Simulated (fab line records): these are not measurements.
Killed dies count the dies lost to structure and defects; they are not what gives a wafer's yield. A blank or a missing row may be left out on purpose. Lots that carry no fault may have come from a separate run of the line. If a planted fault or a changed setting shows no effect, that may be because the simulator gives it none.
Commonality check across tools    flow rit-cmos    Lots sampled 14, wafers sampled 48

## REASON FOR OPENING
2 of 14 lots carry a flag on the reading PWELL_OVL at RIT_PWELL_OVL_MEAS_06. Fault-free wafers read 0.5 nm, with a standard deviation of 1.3.
Rule: flag the lot when none of its wafers has a number, or when each of its wafers that has one lies beyond 4 standard deviations from that mean. The rest of the lots are taken to be sound.

lot   measured     on          PWELL_OVL (nm), wafer by wafer       flag
L714  day 2 14:52  overlay-01  1.8 1.4 1.5                          
L715  day 2 19:11  overlay-01  0.8 1.8 0.2                          
L717  day 3 02:51  overlay-02  0.5 0.4 0.3                          
L718  day 3 09:59  overlay-01  -1.9 0.9 0.1                         
L719  day 3 14:13  overlay-01  0.3 -1.1 -3.0                        
L720  day 3 17:43  overlay-01  0.6 -1.8 -0.4                        
L721  day 4 03:36  overlay-02  0.3 0.6 -0.6                         
L722  day 4 03:50  overlay-02  1.5 -0.4 1.9                         
L723  day 4 07:41  overlay-02  -0.3 2.5 3.2                         
L725  day 4 17:43  overlay-02  0.5 -2.5 -0.5                        
L726  day 4 21:42  overlay-01  -0.5 -0.1 1.5                        
L729  day 5 13:49  overlay-01  362.6 361.1 361.5 361.4 360.2 360.9  FLAGGED
L731  day 6 04:10  overlay-02  361.7 362.4 360.3 360.3 361.1 359.4  FLAGGED
L735  day 6 22:24  overlay-01  -0.9 -0.1 0.7                        
Flagged lots average 361.1 nm: +360.6 nm relative to the usual, that is +99 or more standard deviations.

## WHICH TOOL EACH LOT WENT THROUGH
The record holds 1 process step before the reading, out of a route of 202 steps. In each cell: the tool, then ch and the chambers that the sampled wafers went through, then the start.
lot   flag     RIT_PWELL_EXPOSE_03
L714           iline-stepper-01 ch 0, day 2 14:26
L715           iline-stepper-01 ch 0, day 2 18:33
L717           iline-stepper-01 ch 0, day 3 02:16
L718           iline-stepper-02 ch 0, day 3 09:33
L719           iline-stepper-01 ch 0, day 3 13:47
L720           iline-stepper-02 ch 0, day 3 17:18
L721           iline-stepper-02 ch 0, day 4 03:01
L722           iline-stepper-01 ch 0, day 4 03:26
L723           iline-stepper-01 ch 0, day 4 07:08
L725           iline-stepper-02 ch 0, day 4 17:18
L726           iline-stepper-01 ch 0, day 4 21:18
L729  FLAGGED  iline-stepper-02 ch 0, day 5 13:23
L731  FLAGGED  iline-stepper-02 ch 0, day 6 03:44
L735           iline-stepper-01 ch 0, day 6 21:58
What is done by these steps:
- RIT_PWELL_EXPOSE_03: exposes mask M3, target cd 43700 nm.
- RIT_PWELL_OVL_MEAS_06

## FLAGGED OVER TOTAL, TOOL BY TOOL (the gauges that took the reading come last)
step                   tool              lots run  flagged  share of the flagged lots  sound lots run after its first flagged lot
RIT_PWELL_EXPOSE_03    iline-stepper-01  8         0        none                       -
RIT_PWELL_EXPOSE_03    iline-stepper-02  6         2        all                        0
RIT_PWELL_OVL_MEAS_06  overlay-01        8         1        some                       1 (L735)
RIT_PWELL_OVL_MEAS_06  overlay-02        6         1        some                       0

## WHAT IS ALLOWED BY THE TABLE
Rows of the table that ran each flagged lot: 1, that is iline-stepper-02 at RIT_PWELL_EXPOSE_03.
- iline-stepper-02 at RIT_PWELL_EXPOSE_03: 2 of its 6 lots flagged. Its last sound lot is L725 (day 4 17:18), its first flagged lot L729 (day 5 13:23): a fault that began between those two fits.
What remains is a single tool, iline-stepper-02 at RIT_PWELL_EXPOSE_03.

## WHAT HAD BEEN PUT IN BY THE SIMULATOR
Scanner matching overlay: iline-stepper-02, from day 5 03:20 on, at RIT_PWELL_EXPOSE_03. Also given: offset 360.
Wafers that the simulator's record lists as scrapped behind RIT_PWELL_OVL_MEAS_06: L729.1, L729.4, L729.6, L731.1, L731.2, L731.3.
Lots struck among those shown: L729, L731. The same result came from the rule above.
